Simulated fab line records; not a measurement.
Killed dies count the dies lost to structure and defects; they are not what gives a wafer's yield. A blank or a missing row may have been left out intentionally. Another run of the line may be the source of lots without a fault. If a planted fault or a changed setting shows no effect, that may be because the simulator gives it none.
Struck lot and sound lot, side by side ; flow berkeley cmos170 ; 14 out of 331 route steps
Sound: these wafers, L507.1, L507.2, L507.5. Wafers L501.4, L501.5, L501.6 were the ones struck. Last of all comes the cause.
Per side, at each step with rows, come the tool, then ch with its chambers, and then its first start. Under that, the readings that differ: sound wafers ; struck wafers ; difference of the means ; sigmas: that difference in standard deviations of wafers without a fault.
alike: readings whose means differ by less than 2 such deviations, and words and numbers that are the same on both sides. not compared: withheld readings, readings that some wafer has no value for, bounds like >300 that may hide the same value, and numbers for which the record gives no deviation and whose values overlap.
The two part at a step that has a row with sigmas, a row that says differs or no value, or rows on one side only. Numbers that have no deviation but don't overlap get no sigmas and don't part them. Lack of a reading on every wafer of one side parts them only where that side has two or more wafers.

first, 5 steps without rows for these wafers: UCB170_WELLDRIVE_ANNEAL_03 (time 900 s); UCB170_WELLDRIVE_WET_ETCH_04 (etches SiO2 in BOE, time 120 s); UCB170_ACTIVE_CLEAN_00 (cleans in SPM, time 600 s); UCB170_ACTIVE_CLEAN_01 (cleans in dHF, time 60 s); UCB170_ACTIVE_OXIDATION_02 (target thk 26.4 nm, ox time 1260 s).
UCB170_ACTIVE_THK_MEAS_03:
  sound: film metro-01 at day 5 18:16; struck: film metro-03 at day 4 18:37
reading;sound;struck;difference;sigmas
ACTIVE_OXIDE_THK (nm);25.9 25.4 25.9;27.0 26.9 26.7;+1.1;+3
then, 2 steps without rows for these wafers: UCB170_ACTIVE_ANNEAL_04 (time 900 s); UCB170_ACTIVE_CVD_05 (deposits Si3N4 from SiH2Cl2/NH3, target thk 220 nm, time 3300 s).
UCB170_ACTIVE_THK_MEAS_06:
  sound: film metro-01 at day 6 01:42; struck: film metro-03 at day 5 01:26
reading;sound;struck;difference;sigmas
ACTIVE_NITRIDE_THK (nm);215.3 214.3 215.1;220.3 220.1 219.2;+5.0;+2
then, 3 steps without rows for these wafers: UCB170_ACTIVE_HMDS_07 (prime time 60 s); UCB170_ACTIVE_COAT_08 (resist thk 900 nm); UCB170_ACTIVE_SOFTBAKE_09 (time 60 s).
UCB170_ACTIVE_EXPOSE_10: exposes mask ACTIVE, target cd 1200 nm.
  struck on krf scanner-02, day 5 02:56; sound on krf scanner-01 ch 0, day 6 02:41
  no value came back on the struck wafers for exposure dose mJ cm2, focus offset nm (nm), na, reticle temp C (C); on the sound wafers exposure dose mJ cm2 reads 20.003 19.954 19.980
  alike: mask
after that, 1 step had no rows for these wafers: UCB170_ACTIVE_PEB_11.

## WHERE THEY PART
First at UCB170_ACTIVE_THK_MEAS_03; last, within this record, at UCB170_ACTIVE_EXPOSE_10.

WHY: whatever the simulator had introduced
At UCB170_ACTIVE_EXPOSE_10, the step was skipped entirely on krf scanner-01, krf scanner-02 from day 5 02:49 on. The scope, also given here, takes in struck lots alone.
